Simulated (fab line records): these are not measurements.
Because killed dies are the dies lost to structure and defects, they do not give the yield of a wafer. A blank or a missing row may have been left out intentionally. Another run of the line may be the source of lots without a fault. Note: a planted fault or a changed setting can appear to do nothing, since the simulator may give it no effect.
Problem report, 8D (eight disciplines) form, completed by code | flow ritCmos | the parts of the form that need people (team, actions taken, sign-off) are left out

1. WHAT WENT WRONG
At RIT_NWELL_IMPLANT_08, beamEnergyKeV averages 162.70 over 6 wafers from 2 lots, while fault-free wafers read 169.99, standard deviation 0.056. That is -99 or more standard deviations from the usual mean.
The first sign was on wafer L816.1 at day 4 18:47, on implanter-03. At this step, 36 wafers from 12 lots have a number in the record. Rule for "out" (also "out of limits"): further than 4 standard deviations from the usual mean. The rest of the wafers with a number are treated as sound.

2. WHAT IT IS; WHAT IT IS NOT
question                    | is                     | is not
which readings at this step | beamEnergyKeV          | beamOnS, faradayCurrentUA, tiltDeg
which lots                  | L816, L817             | L802, L803, L804, L805, L806, L807, L819, L821, L824, L825
which wafers of those lots  | all that have a number | -
read on which tools         | implanter-03           | implanter-02, implanter-04
when                        | from day 4 18:47       | up to then (18 sound wafers); but 12 sound wafers of L819, L821, L824, L825 came after

3. SUSPECTS, AND WHAT RULES EACH OUT
Counting: any tool at a process step up to the reading is kept as a suspect provided that every lot that is out went through it and no sound lot did after the first of them.
- implanter-03 at RIT_NWELL_IMPLANT_08: kept. It processed each lot that is out, first L816 at day 4 18:47, and no sound lot thereafter; up to then, the last sound lot it processed was L807 at day 2 21:38. Its own readings are out on those wafers: beamEnergyKeV.
Remaining after the count: implanter-03 at RIT_NWELL_IMPLANT_08.

4. THE CAUSE (what the simulator had put in)
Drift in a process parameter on implanter-03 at RIT_NWELL_IMPLANT_08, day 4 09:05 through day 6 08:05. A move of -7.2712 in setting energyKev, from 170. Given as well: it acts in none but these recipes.
After counting, this tool was the only one left.

5. THE EFFECT CHAIN, in route order
Each row: a reading whose mean over the struck wafers that have a number lies more than 3 standard deviations from the usual. Scope: only readings with a usual standard deviation given in the record; hours: median across lots of the time from each lot's start at the first step in this table that gives one to its start at this step; sigmas: change in usual standard deviations.
hours | step                 | reading       | usual  | on struck wafers | change | sigmas
0     | RIT_NWELL_IMPLANT_08 | beamEnergyKeV | 169.99 | 162.70           | -7.29  | -99 or more
Process steps it contains:
- RIT_NWELL_IMPLANT_08

6. WHAT WOULD HAVE CAUGHT IT SOONER
10 hours passed between the start of the fault at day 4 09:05 and the first reading out of limits in this record, taken at day 4 18:47.
